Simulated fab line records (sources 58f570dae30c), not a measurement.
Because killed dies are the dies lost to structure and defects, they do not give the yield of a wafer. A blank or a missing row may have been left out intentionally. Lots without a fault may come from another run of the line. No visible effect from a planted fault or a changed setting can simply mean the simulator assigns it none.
Which tool did it? | flow berkeley-cmos170 | 42 wafers from 14 lots sampled at 6 of the route's 331 steps

WHAT THE GAUGES SHOWED, per wafer
UCB170_SDANNEAL_RS_MEAS_05: uses a four-point probe to measure.
lot  | measured     | on            | NLDD_RS (ohm/sq)
L391 | day 7 21:18  | film-metro-01 | 615.6 617.1 615.1
L392 | day 7 21:38  | film-metro-02 | 616.1 618.0 616.6
L393 | day 8 20:18  | film-metro-01 | 617.7 618.6 617.5
L395 | day 9 00:26  | film-metro-01 | 615.6 616.8 615.3
L398 | day 9 07:35  | film-metro-01 | 616.5 614.9 617.2
L396 | day 9 08:05  | film-metro-03 | 616.6 617.3 617.5
L399 | day 10 17:42 | film-metro-01 | 615.2 616.1 616.2
L400 | day 10 17:27 | film-metro-03 | 617.4 617.1 614.2
L402 | day 10 18:24 | film-metro-02 | 616.8 617.8 615.1
L404 | day 11 05:59 | film-metro-01 | 617.0 616.9 616.1
L413 | day 13 08:36 | film-metro-03 | 617.7 619.1 619.9
L410 | day 13 17:43 | film-metro-02 | 616.5 616.7 618.0
L412 | day 13 11:36 | film-metro-02 | 606.2 604.9 606.5 605.7 605.0 605.2
L414 | day 13 18:07 | film-metro-01 | 604.0 603.1 603.6 603.9 603.1 603.3

UCB170_M1_OVL_MEAS_10.
lot  | measured     | on         | M1_OVL (nm)
L391 | day 8 06:01  | overlay-01 | 1 1 4
L392 | day 8 05:38  | overlay-01 | -1 -1 -1
L393 | day 9 04:07  | overlay-01 | -1 4 2
L395 | day 9 06:40  | overlay-02 | 2 -2 -4
L398 | day 9 13:44  | overlay-02 | -3 1 -4
L396 | day 9 15:27  | overlay-02 | -6 -6 -9
L399 | day 11 00:16 | overlay-01 | -4 -5 -5
L400 | day 11 01:19 | overlay-01 | 2 2 0
L402 | day 11 02:01 | overlay-02 | 7 5 2
L404 | day 11 14:00 | overlay-01 | 5 4 1
L413 | day 13 16:08 | overlay-02 | -5 -6 1
L410 | day 14 02:08 | overlay-02 | -6 -1 -5
L412 | day 13 23:50 | overlay-02 | -7 -9 -7
L414 | day 14 04:31 | overlay-02 | 4 -3 1

WHAT TOOL EACH LOT RAN ON (gives the tool, then ch and the chambers of the sampled wafers, and finally the start)
lot  | UCB170_PWELL_STRIP_16               | UCB170_NLDD_IMPLANT_09          | UCB170_SDANNEAL_RTA_00           | UCB170_SILICIDE_PRE_CLEAN_00
L391 | plasma-asher-03 ch 0,1, day 3 05:23 | implanter-01 ch 0, day 7 06:34  | rtp-anneal-02 ch 0, day 7 20:49  | pvd-sputter-01, day 7 21:25
L392 | plasma-asher-03 ch 0,1, day 3 11:15 | implanter-02 ch 0, day 7 06:14  | rtp-anneal-01 ch 0, day 7 21:09  | pvd-sputter-03, day 7 21:46
L393 | plasma-asher-02 ch 0,1, day 4 00:01 | implanter-04 ch 0, day 8 07:34  | rtp-anneal-01 ch 0, day 8 19:49  | pvd-sputter-04, day 8 20:25
L395 | plasma-asher-03 ch 0,1, day 4 00:17 | implanter-01 ch 0, day 8 07:41  | rtp-anneal-02 ch 0, day 8 23:50  | pvd-sputter-01, day 9 00:34
L398 | plasma-asher-04 ch 0,1, day 4 09:36 | implanter-01 ch 0, day 8 17:50  | rtp-anneal-01 ch 0, day 9 07:05  | pvd-sputter-01, day 9 07:40
L396 | plasma-asher-04 ch 0,1, day 4 09:55 | implanter-04 ch 0, day 8 18:17  | rtp-anneal-01 ch 0, day 9 07:35  | pvd-sputter-04, day 9 08:12
L399 | plasma-asher-04 ch 0,1, day 5 01:34 | implanter-04 ch 0, day 10 00:28 | rtp-anneal-01 ch 0, day 10 17:13 | pvd-sputter-04, day 10 17:49
L400 | plasma-asher-04 ch 0,1, day 5 09:32 | implanter-02 ch 0, day 10 00:27 | rtp-anneal-02 ch 0, day 10 16:58 | pvd-sputter-03, day 10 17:33
L402 | plasma-asher-02 ch 0,1, day 5 09:49 | implanter-04 ch 0, day 10 01:17 | rtp-anneal-02 ch 0, day 10 17:55 | pvd-sputter-04, day 10 18:31
L404 | plasma-asher-03 ch 0,1, day 6 07:20 | implanter-01 ch 0, day 10 15:59 | rtp-anneal-01 ch 0, day 11 05:29 | pvd-sputter-04, day 11 06:06
L413 | plasma-asher-04 ch 0,1, day 8 01:11 | implanter-02 ch 0, day 12 21:23 | rtp-anneal-02 ch 0, day 13 08:06 | pvd-sputter-04, day 13 08:42
L410 | plasma-asher-04 ch 0,1, day 8 01:41 | implanter-04 ch 0, day 13 06:08 | rtp-anneal-01 ch 0, day 13 17:13 | pvd-sputter-01, day 13 17:49
L412 | plasma-asher-03 ch 0,1, day 8 01:46 | implanter-01 ch 0, day 12 19:16 | rtp-anneal-02 ch 0, day 13 11:06 | pvd-sputter-01, day 13 13:27
L414 | plasma-asher-03 ch 0,1, day 8 12:27 | implanter-01 ch 0, day 13 06:22 | rtp-anneal-01 ch 0, day 13 17:34 | pvd-sputter-03, day 13 19:41
- UCB170_PWELL_STRIP_16: strips in O2.
- UCB170_NLDD_IMPLANT_09
- UCB170_SDANNEAL_RTA_00: time 10 s.
- UCB170_SILICIDE_PRE_CLEAN_00: preclean etch time 60 s.

AS READ BY THE TOOLS THEMSELVES (means over the sampled wafers that have a number; for cases with no such wafer, the mark the record gives instead)
UCB170_PWELL_STRIP_16.
lot  | tool            | drypump-motor-current-A (A) | oes-product-au (a.u.) | strip-time-to-endpoint-s (s)
L391 | plasma-asher-03 | 5.9                         | 0.722                 | 18.13
L392 | plasma-asher-03 | 5.8                         | 0.726                 | 18.19
L393 | plasma-asher-02 | 5.8                         | 0.719                 | 18.14
L395 | plasma-asher-03 | 5.7                         | 0.715                 | 18.15
L398 | plasma-asher-04 | 5.5                         | 0.718                 | 18.26
L396 | plasma-asher-04 | 5.4                         | 0.720                 | 18.15
L399 | plasma-asher-04 | 5.3                         | 0.718                 | 18.14
L400 | plasma-asher-04 | 5.3                         | 0.723                 | 18.10
L402 | plasma-asher-02 | 5.5                         | 0.718                 | 18.14
L404 | plasma-asher-03 | 5.9                         | 0.724                 | 18.12
L413 | plasma-asher-04 | 5.3                         | 0.722                 | 18.14
L410 | plasma-asher-04 | 5.5                         | 0.720                 | 18.13
L412 | plasma-asher-03 | 5.9                         | 0.723                 | 18.04
L414 | plasma-asher-03 | 5.7                         | 0.718                 | 18.14

UCB170_NLDD_IMPLANT_09.
lot  | tool         | faraday-current-uA | tilt-deg (degrees)
L391 | implanter-01 | 157                | 6.997
L392 | implanter-02 | 160                | 6.994
L393 | implanter-04 | 158                | 7.000
L395 | implanter-01 | 161                | 6.983
L398 | implanter-01 | 157                | 6.999
L396 | implanter-04 | 157                | 7.037
L399 | implanter-04 | 159                | 6.970
L400 | implanter-02 | 157                | 6.989
L402 | implanter-04 | 161                | 6.985
L404 | implanter-01 | 157                | 7.015
L413 | implanter-02 | 159                | 7.003
L410 | implanter-04 | 163                | 7.004
L412 | implanter-01 | 159                | 9.885
L414 | implanter-01 | 157                | 9.892

UCB170_SDANNEAL_RTA_00.
lot  | tool          | lamp-power-pct (%) | wafer_temp_C_max
L391 | rtp-anneal-02 | 24.36              | 902.7
L392 | rtp-anneal-01 | 24.61              | 907.7
L393 | rtp-anneal-01 | 24.60              | 907.6
L395 | rtp-anneal-02 | 24.40              | 903.1
L398 | rtp-anneal-01 | 24.61              | 908.4
L396 | rtp-anneal-01 | 24.59              | 908.4
L399 | rtp-anneal-01 | 24.61              | 906.6
L400 | rtp-anneal-02 | 24.40              | 903.3
L402 | rtp-anneal-02 | 24.38              | 902.3
L404 | rtp-anneal-01 | 24.60              | 910.3
L413 | rtp-anneal-02 | 24.38              | 902.7
L410 | rtp-anneal-01 | 24.61              | 908.4
L412 | rtp-anneal-02 | 24.41              | 902.4
L414 | rtp-anneal-01 | 24.60              | 907.4

THE ANSWER, worked out from the rows above alone
Rule: the usual values come from the lots themselves. Put in order of their means at a reading, lots are off if they are a third of the lots or fewer, leave a main group of 4 or more, and stand apart from it by a gap of 3 or more times the standard deviation of the main group's means; of several such gaps the widest counts. If all means in a main group match to the digits the tables above print for the reading, that group is not used. A lot without any number at a reading at which 4 lots or more have one is off too. All remaining lots with rows at the step are treated as sound. Order of review: gauges by route order, followed by the tools' own readings, for which a lot's mean as printed above is used. At the first step where some lot is off, the reading lying furthest off is the one used; lots without a number count as furthest.
Off: L412, L414, at UCB170_SDANNEAL_RS_MEAS_05 (NLDD_RS). The main group: mean 616.8 ohm/sq, standard deviation 0.87.
If a tool, at a process step before that reading, ran all the lots that are off and no sound lot after the first of them, it fits. The gauges at UCB170_SDANNEAL_RS_MEAS_05 aren't tried: what is off there is off at UCB170_NLDD_IMPLANT_09 too, on other tools, and a gauge's error can't cause that. Undecided on this evidence; 2 tools fit (plasma-asher-03 at UCB170_PWELL_STRIP_16, implanter-01 at UCB170_NLDD_IMPLANT_09).

WHAT HAD BEEN PUT IN BY THE SIMULATOR
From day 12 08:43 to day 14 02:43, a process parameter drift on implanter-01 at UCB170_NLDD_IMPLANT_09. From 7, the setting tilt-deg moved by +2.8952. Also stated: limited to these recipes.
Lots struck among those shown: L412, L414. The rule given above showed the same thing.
